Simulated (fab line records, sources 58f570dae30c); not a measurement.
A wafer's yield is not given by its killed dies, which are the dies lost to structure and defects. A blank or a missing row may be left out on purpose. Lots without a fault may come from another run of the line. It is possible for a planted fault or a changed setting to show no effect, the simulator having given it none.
What tool caused it? / flow berkeley cmos170 / Sampling: 14 lots, 40 wafers, 2 of 331 route steps

== WHAT THE GAUGES SHOWED, per wafer ==
UCB170_V1_BOW_MEAS_03.
lot=L305; measured=day 8 05:53; on=film metro-01; V1_BOW (um)=22 20 25
lot=L304; measured=day 8 06:13; on=film metro-02; V1_BOW (um)=28 28 12
lot=L303; measured=day 8 06:14; on=film metro-01; V1_BOW (um)=17 24 24
lot=L306; measured=day 8 14:23; on=film metro-02; V1_BOW (um)=11 21 29
lot=L310; measured=day 9 01:48; on=film metro-02; V1_BOW (um)=8 31 24
lot=L308; measured=day 9 01:52; on=film metro-03; V1_BOW (um)=15 22 20
lot=L309; measured=day 9 12:23; on=film metro-03; V1_BOW (um)=14 33 19
lot=L312; measured=day 9 22:31; on=film metro-01; V1_BOW (um)=13 16 27
lot=L313; measured=day 9 22:48; on=film metro-03; V1_BOW (um)=17 13 22
lot=L319; measured=day 10 20:31; on=film metro-02; V1_BOW (um)=12 13
lot=L320; measured=day 11 19:53; on=film metro-02; V1_BOW (um)=3 25 17
lot=L324; measured=day 11 22:19; on=film metro-02; V1_BOW (um)=30 34 27
lot=L322; measured=day 11 22:36; on=film metro-01; V1_BOW (um)=36 28 14
lot=L321; measured=day 11 22:37; on=film metro-02; V1_BOW (um)=25 19

== WHICH TOOL RAN EACH LOT (tool, then ch and the chambers of the sampled wafers, then the start) ==
lot=L305; UCB170_CONTACT_STRIP_19=plasma asher-01 ch 0,1, day 7 22:11
lot=L304; UCB170_CONTACT_STRIP_19=plasma asher-02 ch 0,1, day 7 22:19
lot=L303; UCB170_CONTACT_STRIP_19=plasma asher-02 ch 0,1, day 7 23:53
lot=L306; UCB170_CONTACT_STRIP_19=plasma asher-03 ch 0,1, day 8 07:10
lot=L310; UCB170_CONTACT_STRIP_19=plasma asher-02 ch 0,1, day 8 17:36
lot=L308; UCB170_CONTACT_STRIP_19=plasma asher-03 ch 0,1, day 8 17:50
lot=L309; UCB170_CONTACT_STRIP_19=plasma asher-02 ch 0,1, day 9 05:31
lot=L312; UCB170_CONTACT_STRIP_19=plasma asher-02 ch 1, day 9 13:29
lot=L313; UCB170_CONTACT_STRIP_19=plasma asher-01 ch 0,1, day 9 17:02
lot=L319; UCB170_CONTACT_STRIP_19=plasma asher-01 ch 1, day 10 14:38
lot=L320; UCB170_CONTACT_STRIP_19=plasma asher-02 ch 0,1, day 11 14:41
lot=L324; UCB170_CONTACT_STRIP_19=plasma asher-02 ch 0,1, day 11 15:50
lot=L322; UCB170_CONTACT_STRIP_19=plasma asher-01 ch 0,1, day 11 16:55
lot=L321; UCB170_CONTACT_STRIP_19=plasma asher-03 ch 0,1, day 11 17:37
- UCB170_CONTACT_STRIP_19: strips in O2.

== WHAT THE TOOLS THEMSELVES READ (means of the sampled wafers that have a number; where no wafer has one, the mark that the record gives instead) ==
UCB170_CONTACT_STRIP_19.
lot=L305; tool=plasma asher-01; drypump motor current A (A)=4.8; oes product au (a.u.)=0.720
lot=L304; tool=plasma asher-02; drypump motor current A (A)=5.9; oes product au (a.u.)=0.725
lot=L303; tool=plasma asher-02; drypump motor current A (A)=5.9; oes product au (a.u.)=0.726
lot=L306; tool=plasma asher-03; drypump motor current A (A)=4.9; oes product au (a.u.)=0.726
lot=L310; tool=plasma asher-02; drypump motor current A (A)=5.9; oes product au (a.u.)=0.730
lot=L308; tool=plasma asher-03; drypump motor current A (A)=4.9; oes product au (a.u.)=0.727
lot=L309; tool=plasma asher-02; drypump motor current A (A)=5.9; oes product au (a.u.)=0.726
lot=L312; tool=plasma asher-02; drypump motor current A (A)=6.0; oes product au (a.u.)=0.723
lot=L313; tool=plasma asher-01; drypump motor current A (A)=5.1; oes product au (a.u.)=0.726
lot=L319; tool=plasma asher-01; drypump motor current A (A)=4.6; oes product au (a.u.)=0.718
lot=L320; tool=plasma asher-02; drypump motor current A (A)=5.9; oes product au (a.u.)=0.722
lot=L324; tool=plasma asher-02; drypump motor current A (A)=5.9; oes product au (a.u.)=0.723
lot=L322; tool=plasma asher-01; drypump motor current A (A)=4.8; oes product au (a.u.)=0.726
lot=L321; tool=plasma asher-03; drypump motor current A (A)=4.9; oes product au (a.u.)=0.729

== THE ANSWER, worked out from the rows above alone ==
Rule: usual is defined by the lots themselves. The widest of any qualifying gaps counts: lots, ordered by their means at a reading, are off when they make up no more than a third of the lots, leave a main group of 4 or more, and stand apart from it by 3 or more times the standard deviation of that group's means. Not used: any main group whose means are identical at the precision the tables above print for the reading. A lot without any number at a reading at which 4 lots or more have one is off too. Where the step has rows for the other lots, those lots are counted as sound. The gauges are gone through in route order, then the tools' own readings, and for those a lot's mean is taken as printed above. At the first step where some lot is off, the reading lying furthest off is the one used; lots without a number count as furthest.
No lot is off on any of the readings shown, so nothing can be concluded from this.

== WHAT THE SIMULATOR HAD INSERTED ==
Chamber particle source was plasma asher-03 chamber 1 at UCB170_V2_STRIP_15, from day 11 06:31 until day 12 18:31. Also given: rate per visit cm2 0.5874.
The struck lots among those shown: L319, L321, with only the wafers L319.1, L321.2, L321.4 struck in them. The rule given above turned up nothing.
